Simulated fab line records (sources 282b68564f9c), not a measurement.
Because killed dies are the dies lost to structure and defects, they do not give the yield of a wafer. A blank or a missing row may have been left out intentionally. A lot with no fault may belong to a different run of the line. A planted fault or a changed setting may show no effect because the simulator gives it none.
Which tool did it? + flow rit cmos + at 1 step of a route of 202, 7 lots with 21 wafers sampled

## WHAT THE GAUGES READ, wafer by wafer
RIT_NRETRO_TW_MEAS_10.
| lot  | measured    | on            | NRETRO_TW      |
|------|-------------|---------------|----------------|
| L879 | day 3 02:23 | film metro-02 | 1062 1062 1064 |
| L883 | day 4 01:20 | film metro-04 | 1034 1025 1031 |
| L887 | day 4 17:20 | film metro-04 | 1033 1025 1035 |
| L889 | day 5 01:44 | film metro-04 | 1032 1033 1031 |
| L893 | day 5 21:20 | film metro-03 | 1052 1051 1057 |
| L896 | day 6 11:55 | film metro-03 | 1057 1061 1059 |
| L899 | day 7 03:00 | film metro-04 | 1038 1037 1030 |

## TOOL THAT RAN EACH LOT (tool first, then ch and the chambers of the sampled wafers, then the start)
The record shows no process step preceding these readings.

## THE ANSWER, worked out from the rows above alone
Rule: the usual values come from the lots themselves. The widest of any qualifying gaps counts: lots, ordered by their means at a reading, are off when they make up no more than a third of the lots, leave a main group of 4 or more, and stand apart from it by 3 or more times the standard deviation of that group's means. If all means in a main group match to the digits the tables above print for the reading, that group is not used. Also off: a lot with no number at a reading for which 4 or more lots have one. The other lots that the step has rows for count as sound.
No lot is off on any of the readings shown, so nothing can be concluded from this.

## WHAT HAD BEEN PUT IN BY THE SIMULATOR
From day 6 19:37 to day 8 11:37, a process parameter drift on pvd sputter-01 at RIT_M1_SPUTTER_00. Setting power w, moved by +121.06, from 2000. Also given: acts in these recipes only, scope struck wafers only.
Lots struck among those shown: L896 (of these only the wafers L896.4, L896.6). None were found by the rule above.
